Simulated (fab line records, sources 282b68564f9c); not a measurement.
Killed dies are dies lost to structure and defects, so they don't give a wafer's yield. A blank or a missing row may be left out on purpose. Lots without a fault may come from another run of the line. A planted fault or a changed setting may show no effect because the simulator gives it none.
A struck lot beside a sound one | flow rit_cmos | 15 steps out of a route of 202
Sound: wafers L654.1, L654.2, L654.4. Struck: wafer L670.5. (L670.1, L670.6 of the same lot were not struck and are left out.) The cause comes at the end.
At each step with rows: each side's tool, then ch and its chambers, then its first start. Under that, the readings that differ: sound wafers | struck wafers | difference of the means | sigmas: that difference in standard deviations of wafers without a fault.
alike: readings whose means differ by less than 2 such deviations, and words and numbers that are the same on both sides. not compared: withheld readings, readings that some wafer has no value for, bounds like >300 that may hide the same value, and numbers for which the record gives no deviation and whose values overlap.
The two part at a step that has a row with sigmas, a row that says differs or no value, or rows on one side only. Numbers that don't overlap but have no deviation are shown without sigmas and don't part them. A reading that every wafer of one side lacks parts them only if that side has two wafers or more.

RIT_M1_SPUTTER_00: material Al, target thk 400 nm, time 500 s.
  sound on pvd_sputter-01, day 3 20:20; struck on pvd_sputter-03, day 7 06:16
  alike: throttle_valve_pct
RIT_M1_RS_MEAS_01: measures by four-point-probe.
  sound on film_metro-03, day 3 20:38; struck on film_metro-04, day 7 06:34
  alike: M1_AL_RS
RIT_M1_THK_MEAS_02: measures by xrf.
  sound on film_metro-03, day 3 20:46; struck on film_metro-04, day 7 06:41
  alike: M1_AL_THK
then, 6 steps without rows for these wafers: RIT_M1_HMDS_03 (prime time 60 s); RIT_M1_COAT_04 (resist thk 1300 nm); RIT_M1_SOFTBAKE_05 (time 60 s); RIT_M1_EXPOSE_06 (exposes mask M12, target cd 2600 nm); RIT_M1_PEB_07; RIT_M1_DEVELOP_08 (develop time 68 s).
RIT_M1_CD_MEAS_09: target cd 2600 nm.
  sound on cd_sem-02, day 3 21:42; struck on cd_sem-01, day 7 07:38
  alike: cd_nm
RIT_M1_OVL_MEAS_10:
  sound on overlay-02, day 3 21:49; struck on overlay-01, day 7 07:45
  alike: M1_OVL
then, 1 step without rows for these wafers: RIT_M1_HARDBAKE_11 (time 120 s).
RIT_M1_METAL_ETCH_12: etches Al in Cl2/BCl3, stops on SiO2, time 165 s, target depth 600 nm.
  sound on rie_metal-04 ch 0,1, day 3 22:06; struck on rie_metal-02 ch 0, day 7 08:02
  reading                                 | sound             | struck | difference | sigmas
  oes_product_au (a.u.)                   | 0.763 0.756 0.757 | 0.708  | -0.051     | -6
  model.NOVOLAK_of_M1_COAT_04.thk_nm (nm) | 813.8 803 809.8   | 759.1  | -49.8      |
  model.M1.feature_depth_nm (nm)          | 422 422.8 422.4   | 425.4  | +3.0       |
  alike: drypump_motor_current_A, throttle_valve_pct
  not compared: rf_hours_counter_h
then, 1 step without rows for these wafers: RIT_M1_STRIP_13 (strips in nmp, time 600 s).
RIT_M1_PROBE_99:
  sound on prober-01, day 4 00:22; struck on prober-01, day 7 11:44
  reading                               | sound                       | struck   | difference | sigmas
  model.etest.antenna_m1.vt_shift_v (V) | -0.01014 -0.01014 -0.008704 | -0.01654 | -0.00688   |
  alike: defect_limited_yield, killed_at_contacts, killed_at_front_end, killed_dies, killed_open, killed_short

WHERE THEY PART
Only at RIT_M1_METAL_ETCH_12, within this record. Later steps at which nothing parts them and some readings are alike: RIT_M1_PROBE_99.

WHY: what the simulator had put in
Process parameter drift: rie_metal-02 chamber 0, from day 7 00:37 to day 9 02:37, at RIT_M1_METAL_ETCH_12. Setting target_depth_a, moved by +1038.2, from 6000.
